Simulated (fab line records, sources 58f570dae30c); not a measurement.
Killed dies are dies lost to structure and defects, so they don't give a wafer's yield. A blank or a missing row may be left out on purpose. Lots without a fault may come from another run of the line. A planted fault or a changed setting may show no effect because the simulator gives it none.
Which tool did it? | flow berkeley_cmos170 | 14 lots, 42 wafers sampled, at 1 step of a route of 331

WHAT THE GAUGES READ, wafer by wafer
The record holds no reading of a measuring or inspecting step that can be judged against a usual standard deviation.

WHICH TOOL RAN EACH LOT (tool, then ch and the chambers of the sampled wafers, then the start)
lot  | UCB170_NWELL_ETCH_13
L131 | rie_diel-02 ch 0,2,3, day 2 06:01
L132 | rie_diel-01 ch 1,2,3, day 2 08:33
L133 | rie_diel-03 ch 1,2,3, day 2 12:58
L134 | rie_diel-01 ch 0,2, day 3 00:02
L135 | rie_diel-02 ch 0,3, day 3 00:19
L137 | rie_diel-01 ch 0,2,3, day 3 15:11
L142 | rie_diel-02 ch 1,2, day 4 11:45
L144 | rie_diel-02 ch 0,2, day 5 01:40
L145 | rie_diel-01 ch 1,2,3, day 5 07:27
L146 | rie_diel-03 ch 0,1,2, day 5 14:20
L148 | rie_diel-03 ch 0,1,2, day 5 21:28
L152 | rie_diel-01 ch 0,2, day 6 13:31
L153 | rie_diel-03 ch 0,1,2, day 6 22:17
L154 | rie_diel-03 ch 1,3, day 7 05:26
- UCB170_NWELL_ETCH_13: etches Si3N4 in CH3F/Ar/O2, stops on SiO2, target depth 246.4 nm, time 154 s.

WHAT THE TOOLS THEMSELVES READ (means of the sampled wafers that have a number; where no wafer has one, the mark that the record gives instead)
UCB170_NWELL_ETCH_13.
lot  | tool        | drypump_motor_current_A (A) | oes_product_au (a.u.) | run_length_s (s) | throttle_valve_pct (%)
L131 | rie_diel-02 | 5.9                         | 0.940                 | 182.5            | 8.09
L132 | rie_diel-01 | 5.6                         | 0.952                 | 182.2            | 7.93
L133 | rie_diel-03 | 5.7                         | 0.939                 | 182.3            | 7.91
L134 | rie_diel-01 | 5.4                         | 0.951                 | 182.4            | 8.07
L135 | rie_diel-02 | 6.2                         | 0.933                 | 183.0            | 8.09
L137 | rie_diel-01 | 5.4                         | 0.952                 | 182.4            | 8.04
L142 | rie_diel-02 | 5.4                         | 1.003                 | 174.3            | 7.98
L144 | rie_diel-02 | 5.7                         | 0.994                 | 174.2            | 7.95
L145 | rie_diel-01 | 5.6                         | 0.947                 | 182.1            | 7.94
L146 | rie_diel-03 | 5.5                         | 0.946                 | 182.6            | 8.01
L148 | rie_diel-03 | 5.5                         | 0.945                 | 182.5            | 8.02
L152 | rie_diel-01 | 5.6                         | 0.938                 | 182.2            | 8.09
L153 | rie_diel-03 | 5.5                         | 0.949                 | 182.9            | 8.01
L154 | rie_diel-03 | 6.2                         | 0.939                 | 182.0            | 7.83

THE ANSWER, worked out from the rows above alone
Rule: what is usual is taken from the lots themselves. Put in order of their means at a reading, lots are off if they are a third of the lots or fewer, leave a main group of 4 or more, and stand apart from it by a gap of 3 or more times the standard deviation of the main group's means; of several such gaps the widest counts. A main group whose means are all the same, to the digits that the tables above print for the reading, isn't used. A lot without any number at a reading at which 4 lots or more have one is off too. The other lots that the step has rows for count as sound. The gauges are gone through in route order, then the tools' own readings, and for those a lot's mean is taken as printed above. The first step at which some lot is off is used, and at that step the reading that is off furthest; a lot without a number counts as furthest.
Off: L142, L144, at UCB170_NWELL_ETCH_13 (run_length_s). The main group: mean 182.4 s, standard deviation 0.29.
A tool fits if, at that step or a process step before it, it ran every lot that is off, and no sound lot after the first of them. One fits: rie_diel-02 at UCB170_NWELL_ETCH_13. Its last sound lot is L135 (day 3 00:19), its first lot that is off L142 (day 4 11:45): a fault that began between those two fits.
The tool's own readings at UCB170_NWELL_ETCH_13 bear it out: on the lots that are off they differ by more than 5 times the standard deviation of the sound lots' means. oes_product_au reads 0.998 a.u. there against 0.944 a.u. on the sound lots; run_length_s reads 174.2 s there against 182.4 s on the sound lots.

WHAT THE SIMULATOR HAD PUT IN
Process parameter drift: rie_diel-02, from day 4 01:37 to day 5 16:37, at UCB170_NWELL_ETCH_13. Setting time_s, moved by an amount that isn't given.
Lots struck among those shown: L142, L144. The rule above found the same.
